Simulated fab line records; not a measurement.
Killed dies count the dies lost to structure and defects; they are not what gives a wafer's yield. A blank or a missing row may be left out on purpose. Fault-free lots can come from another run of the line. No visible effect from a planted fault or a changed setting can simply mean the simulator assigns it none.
Which tool is to blame? || flow berkeleyCmos170 || 14 lots, 42 wafers sampled, at 4 steps of a route of 331

## WHAT THE GAUGES SHOWED, per wafer
UCB170_PWELL_THK_MEAS_06.
{"lot": "L300", "measured": "day 3 22:04", "on": "filmMetro-01", "PWELL_NITRIDE_THK (nm)": "222.6 223.2 223.7"}
{"lot": "L301", "measured": "day 4 02:27", "on": "filmMetro-04", "PWELL_NITRIDE_THK (nm)": "221.5 221.0 222.8"}
{"lot": "L303", "measured": "day 4 14:50", "on": "filmMetro-04", "PWELL_NITRIDE_THK (nm)": "221.7 220.3 222.7"}
{"lot": "L304", "measured": "day 4 20:11", "on": "filmMetro-03", "PWELL_NITRIDE_THK (nm)": "216.1 215.9 216.5"}
{"lot": "L305", "measured": "day 5 04:12", "on": "filmMetro-04", "PWELL_NITRIDE_THK (nm)": "222.5 221.4 222.3"}
{"lot": "L307", "measured": "day 5 04:16", "on": "filmMetro-01", "PWELL_NITRIDE_THK (nm)": "222.3 220.2 221.1"}
{"lot": "L308", "measured": "day 5 20:47", "on": "filmMetro-03", "PWELL_NITRIDE_THK (nm)": "222.5 223.4 222.2"}
{"lot": "L311", "measured": "day 6 02:26", "on": "filmMetro-03", "PWELL_NITRIDE_THK (nm)": "225.0 224.2 222.8"}
{"lot": "L313", "measured": "day 6 09:26", "on": "filmMetro-04", "PWELL_NITRIDE_THK (nm)": "221.1 221.2 222.5"}
{"lot": "L314", "measured": "day 6 19:22", "on": "filmMetro-01", "PWELL_NITRIDE_THK (nm)": "220.0 218.7 221.7"}
{"lot": "L315", "measured": "day 6 23:54", "on": "filmMetro-03", "PWELL_NITRIDE_THK (nm)": "219.5 218.9 219.4"}
{"lot": "L316", "measured": "day 6 23:55", "on": "filmMetro-04", "PWELL_NITRIDE_THK (nm)": "216.7 215.6 217.2"}
{"lot": "L317", "measured": "day 7 10:00", "on": "filmMetro-04", "PWELL_NITRIDE_THK (nm)": "221.9 220.7 220.8"}
{"lot": "L319", "measured": "day 8 02:10", "on": "filmMetro-01", "PWELL_NITRIDE_THK (nm)": "220.4 219.9 220.7"}

UCB170_PSD_OVL_MEAS_07.
{"lot": "L300", "measured": "day 8 00:22", "on": "overlay-02", "PSD_OVL (nm)": "-11 -4 -11"}
{"lot": "L301", "measured": "day 8 07:53", "on": "overlay-01", "PSD_OVL (nm)": "-3 4 -6"}
{"lot": "L303", "measured": "day 8 20:36", "on": "overlay-01", "PSD_OVL (nm)": "-2 -11 -8"}
{"lot": "L304", "measured": "day 8 20:52", "on": "overlay-01", "PSD_OVL (nm)": "2 -6 -5"}
{"lot": "L305", "measured": "day 9 17:46", "on": "overlay-01", "PSD_OVL (nm)": "0 7 13"}
{"lot": "L307", "measured": "day 9 17:56", "on": "overlay-02", "PSD_OVL (nm)": "7 -4 2"}
{"lot": "L308", "measured": "day 10 10:26", "on": "overlay-01", "PSD_OVL (nm)": "-8 -3 -9"}
{"lot": "L311", "measured": "day 10 10:41", "on": "overlay-02", "PSD_OVL (nm)": "-9 -15 -10"}
{"lot": "L313", "measured": "day 10 15:34", "on": "overlay-01", "PSD_OVL (nm)": "-3 -2 3"}
{"lot": "L314", "measured": "day 11 01:06", "on": "overlay-02", "PSD_OVL (nm)": "-3 -10 -1"}
{"lot": "L315", "measured": "day 11 01:16", "on": "overlay-02", "PSD_OVL (nm)": "-3 -1 2"}
{"lot": "L316", "measured": "day 11 01:18", "on": "overlay-01", "PSD_OVL (nm)": "1 0 -3"}
{"lot": "L317", "measured": "day 11 14:23", "on": "overlay-01", "PSD_OVL (nm)": "5 1 3"}
{"lot": "L319", "measured": "day 12 05:55", "on": "overlay-02", "PSD_OVL (nm)": "-9 1 -5"}

## EACH LOT AND THE TOOL THAT RAN IT (in order: tool; ch and the chambers of the sampled wafers; start)
{"lot": "L300", "UCB170_ZERO_ETCH_06": "rieDiel-01 ch 0,1,3, day 2 14:50", "UCB170_GATE_ETCH_14": "rieDiel-01 ch 1,2,3, day 7 11:36"}
{"lot": "L301", "UCB170_ZERO_ETCH_06": "rieDiel-01 ch 0,1,2, day 2 19:25", "UCB170_GATE_ETCH_14": "rieDiel-02 ch 0,2,3, day 7 19:08"}
{"lot": "L303", "UCB170_ZERO_ETCH_06": "rieDiel-02 ch 1,3, day 3 03:17", "UCB170_GATE_ETCH_14": "rieDiel-01 ch 1,3, day 8 07:44"}
{"lot": "L304", "UCB170_ZERO_ETCH_06": "rieDiel-03 ch 1,3, day 3 07:02", "UCB170_GATE_ETCH_14": "rieDiel-03 ch 0,1,2, day 8 07:44"}
{"lot": "L305", "UCB170_ZERO_ETCH_06": "rieDiel-02 ch 1,2, day 3 12:48", "UCB170_GATE_ETCH_14": "rieDiel-03 ch 0,3, day 9 00:40"}
{"lot": "L307", "UCB170_ZERO_ETCH_06": "rieDiel-01 ch 0,1,3, day 3 22:43", "UCB170_GATE_ETCH_14": "rieDiel-02 ch 0,2,3, day 9 00:44"}
{"lot": "L308", "UCB170_ZERO_ETCH_06": "rieDiel-03 ch 0,3, day 4 08:55", "UCB170_GATE_ETCH_14": "rieDiel-01 ch 0,3, day 9 23:16"}
{"lot": "L311", "UCB170_ZERO_ETCH_06": "rieDiel-02 ch 0,1,2, day 4 22:53", "UCB170_GATE_ETCH_14": "rieDiel-03 ch 0,1,3, day 9 22:59"}
{"lot": "L313", "UCB170_ZERO_ETCH_06": "rieDiel-02 ch 0,1,2, day 5 03:20", "UCB170_GATE_ETCH_14": "rieDiel-03 ch 0,1,2, day 10 04:10"}
{"lot": "L314", "UCB170_ZERO_ETCH_06": "rieDiel-03 ch 0,1,2, day 5 10:20", "UCB170_GATE_ETCH_14": "rieDiel-01 ch 0,2,3, day 10 14:51"}
{"lot": "L315", "UCB170_ZERO_ETCH_06": "rieDiel-01 ch 0,1, day 5 17:46", "UCB170_GATE_ETCH_14": "rieDiel-01 ch 0,1,2, day 10 14:21"}
{"lot": "L316", "UCB170_ZERO_ETCH_06": "rieDiel-02 ch 1,2,3, day 5 18:07", "UCB170_GATE_ETCH_14": "rieDiel-02 ch 0,1,3, day 10 14:38"}
{"lot": "L317", "UCB170_ZERO_ETCH_06": "rieDiel-02 ch 0,1,3, day 6 00:40", "UCB170_GATE_ETCH_14": "rieDiel-03 ch 0,1, day 11 01:51"}
{"lot": "L319", "UCB170_ZERO_ETCH_06": "rieDiel-02 ch 1,2, day 6 13:38", "UCB170_GATE_ETCH_14": "rieDiel-02 ch 0,1, day 11 19:40"}
- UCB170_ZERO_ETCH_06: etches SiO2 in CHF3/CF4/Ar, time 12 s.
- UCB170_GATE_ETCH_14: etches BARC in N2/H2.

## WHAT THE TOOLS THEMSELVES READ (means of the sampled wafers that have a number; where no wafer has one, the mark that the record gives instead)
UCB170_ZERO_ETCH_06.
{"lot": "L300", "tool": "rieDiel-01", "drypumpMotorCurrentA (A)": 5.6, "oesProductAu (a.u.)": 0.616, "rfFwdPowerW (W)": 489.6, "throttleValvePct (%)": 9.31}
{"lot": "L301", "tool": "rieDiel-01", "drypumpMotorCurrentA (A)": 6.2, "oesProductAu (a.u.)": 0.621, "rfFwdPowerW (W)": 490.0, "throttleValvePct (%)": 9.26}
{"lot": "L303", "tool": "rieDiel-02", "drypumpMotorCurrentA (A)": 5.5, "oesProductAu (a.u.)": 0.609, "rfFwdPowerW (W)": 488.3, "throttleValvePct (%)": 8.99}
{"lot": "L304", "tool": "rieDiel-03", "drypumpMotorCurrentA (A)": 6.0, "oesProductAu (a.u.)": 0.623, "rfFwdPowerW (W)": 490.1, "throttleValvePct (%)": 9.17}
{"lot": "L305", "tool": "rieDiel-02", "drypumpMotorCurrentA (A)": 5.7, "oesProductAu (a.u.)": 0.612, "rfFwdPowerW (W)": 488.0, "throttleValvePct (%)": 9.20}
{"lot": "L307", "tool": "rieDiel-01", "drypumpMotorCurrentA (A)": 5.7, "oesProductAu (a.u.)": 0.613, "rfFwdPowerW (W)": 490.2, "throttleValvePct (%)": 9.32}
{"lot": "L308", "tool": "rieDiel-03", "drypumpMotorCurrentA (A)": 5.9, "oesProductAu (a.u.)": 0.627, "rfFwdPowerW (W)": 493.5, "throttleValvePct (%)": 9.13}
{"lot": "L311", "tool": "rieDiel-02", "drypumpMotorCurrentA (A)": 5.9, "oesProductAu (a.u.)": 0.618, "rfFwdPowerW (W)": 488.8, "throttleValvePct (%)": 9.24}
{"lot": "L313", "tool": "rieDiel-02", "drypumpMotorCurrentA (A)": 5.9, "oesProductAu (a.u.)": 0.617, "rfFwdPowerW (W)": 489.0, "throttleValvePct (%)": 9.24}
{"lot": "L314", "tool": "rieDiel-03", "drypumpMotorCurrentA (A)": 5.9, "oesProductAu (a.u.)": 0.625, "rfFwdPowerW (W)": 492.7, "throttleValvePct (%)": 9.23}
{"lot": "L315", "tool": "rieDiel-01", "drypumpMotorCurrentA (A)": 6.2, "oesProductAu (a.u.)": 0.618, "rfFwdPowerW (W)": 491.0, "throttleValvePct (%)": 9.26}
{"lot": "L316", "tool": "rieDiel-02", "drypumpMotorCurrentA (A)": 5.6, "oesProductAu (a.u.)": 0.610, "rfFwdPowerW (W)": 489.2, "throttleValvePct (%)": 9.10}
{"lot": "L317", "tool": "rieDiel-02", "drypumpMotorCurrentA (A)": 5.8, "oesProductAu (a.u.)": 0.619, "rfFwdPowerW (W)": 489.1, "throttleValvePct (%)": 9.13}
{"lot": "L319", "tool": "rieDiel-02", "drypumpMotorCurrentA (A)": 5.8, "oesProductAu (a.u.)": 0.609, "rfFwdPowerW (W)": 490.7, "throttleValvePct (%)": 9.20}

UCB170_GATE_ETCH_14.
{"lot": "L300", "tool": "rieDiel-01", "drypumpMotorCurrentA (A)": 5.6, "h2FlowSccm (sccm)": 200.0, "oesProductAu (a.u.)": 0.997, "rfFwdPowerW (W)": 492.4, "throttleValvePct (%)": 13.38}
{"lot": "L301", "tool": "rieDiel-02", "drypumpMotorCurrentA (A)": 5.7, "h2FlowSccm (sccm)": 200.4, "oesProductAu (a.u.)": 0.986, "rfFwdPowerW (W)": 492.8, "throttleValvePct (%)": 13.25}
{"lot": "L303", "tool": "rieDiel-01", "drypumpMotorCurrentA (A)": 5.1, "h2FlowSccm (sccm)": 199.9, "oesProductAu (a.u.)": 1.000, "rfFwdPowerW (W)": 492.2, "throttleValvePct (%)": 13.47}
{"lot": "L304", "tool": "rieDiel-03", "drypumpMotorCurrentA (A)": 5.9, "h2FlowSccm (sccm)": 199.9, "oesProductAu (a.u.)": 1.015, "rfFwdPowerW (W)": 493.5, "throttleValvePct (%)": 13.24}
{"lot": "L305", "tool": "rieDiel-03", "drypumpMotorCurrentA (A)": 6.0, "h2FlowSccm (sccm)": 200.3, "oesProductAu (a.u.)": 0.996, "rfFwdPowerW (W)": 495.1, "throttleValvePct (%)": 13.12}
{"lot": "L307", "tool": "rieDiel-02", "drypumpMotorCurrentA (A)": 5.7, "h2FlowSccm (sccm)": 199.9, "oesProductAu (a.u.)": 0.984, "rfFwdPowerW (W)": 494.3, "throttleValvePct (%)": 13.24}
{"lot": "L308", "tool": "rieDiel-01", "drypumpMotorCurrentA (A)": 5.9, "h2FlowSccm (sccm)": 199.8, "oesProductAu (a.u.)": 0.994, "rfFwdPowerW (W)": 496.2, "throttleValvePct (%)": 13.43}
{"lot": "L311", "tool": "rieDiel-03", "drypumpMotorCurrentA (A)": 6.1, "h2FlowSccm (sccm)": 199.9, "oesProductAu (a.u.)": 1.004, "rfFwdPowerW (W)": 493.5, "throttleValvePct (%)": 13.19}
{"lot": "L313", "tool": "rieDiel-03", "drypumpMotorCurrentA (A)": 5.9, "h2FlowSccm (sccm)": 199.2, "oesProductAu (a.u.)": 1.021, "rfFwdPowerW (W)": 494.9, "throttleValvePct (%)": 13.25}
{"lot": "L314", "tool": "rieDiel-01", "drypumpMotorCurrentA (A)": 5.9, "h2FlowSccm (sccm)": 199.5, "oesProductAu (a.u.)": 1.185, "rfFwdPowerW (W)": 492.8, "throttleValvePct (%)": 13.45}
{"lot": "L315", "tool": "rieDiel-01", "drypumpMotorCurrentA (A)": 6.3, "h2FlowSccm (sccm)": 199.7, "oesProductAu (a.u.)": 1.167, "rfFwdPowerW (W)": 494.1, "throttleValvePct (%)": 13.28}
{"lot": "L316", "tool": "rieDiel-02", "drypumpMotorCurrentA (A)": 5.8, "h2FlowSccm (sccm)": 200.2, "oesProductAu (a.u.)": 0.991, "rfFwdPowerW (W)": 492.8, "throttleValvePct (%)": 13.16}
{"lot": "L317", "tool": "rieDiel-03", "drypumpMotorCurrentA (A)": 6.1, "h2FlowSccm (sccm)": 199.8, "oesProductAu (a.u.)": 1.009, "rfFwdPowerW (W)": 492.4, "throttleValvePct (%)": 13.22}
{"lot": "L319", "tool": "rieDiel-02", "drypumpMotorCurrentA (A)": 5.9, "h2FlowSccm (sccm)": 200.7, "oesProductAu (a.u.)": 1.004, "rfFwdPowerW (W)": 494.8, "throttleValvePct (%)": 13.19}

## THE ANSWER, worked out from the rows above alone
Rule: the lots themselves supply what counts as usual. Put in order of their means at a reading, lots are off if they are a third of the lots or fewer, leave a main group of 4 or more, and stand apart from it by a gap of 3 or more times the standard deviation of the main group's means; of several such gaps the widest counts. If all means in a main group match to the digits the tables above print for the reading, that group is not used. A lot without any number at a reading at which 4 lots or more have one is off too. All remaining lots with rows at the step are treated as sound. The gauges are gone through in route order, then the tools' own readings, and for those a lot's mean is taken as printed above. The first step at which some lot is off is used, and at that step the reading that is off furthest; a lot without a number counts as furthest.
Off: L314, L315, at UCB170_GATE_ETCH_14 (oesProductAu). For the main group the mean is 1.000 a.u. and the standard deviation 0.011.
If a tool, at that step or one of the process steps before it, ran each lot that is off and ran no sound lot following the first of them, it fits. One fits: UCB170_GATE_ETCH_14 on rieDiel-01. A fault onset in the window from L308 (day 9 23:16, its last sound lot) to L315 (day 10 14:21, its first lot off) fits.
On the lots that are off, the tool's own readings at UCB170_GATE_ETCH_14 differ by more than 5 times the standard deviation of the sound lots' means, which bears it out; oesProductAu reads 1.176 a.u. there versus 1.000 a.u. on the sound lots.

## WHAT THE SIMULATOR PUT IN
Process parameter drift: rieDiel-01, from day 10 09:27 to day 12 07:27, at UCB170_GATE_ETCH_14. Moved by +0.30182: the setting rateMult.
Struck lots among those shown: L314, L315. The rule above reached the same finding.
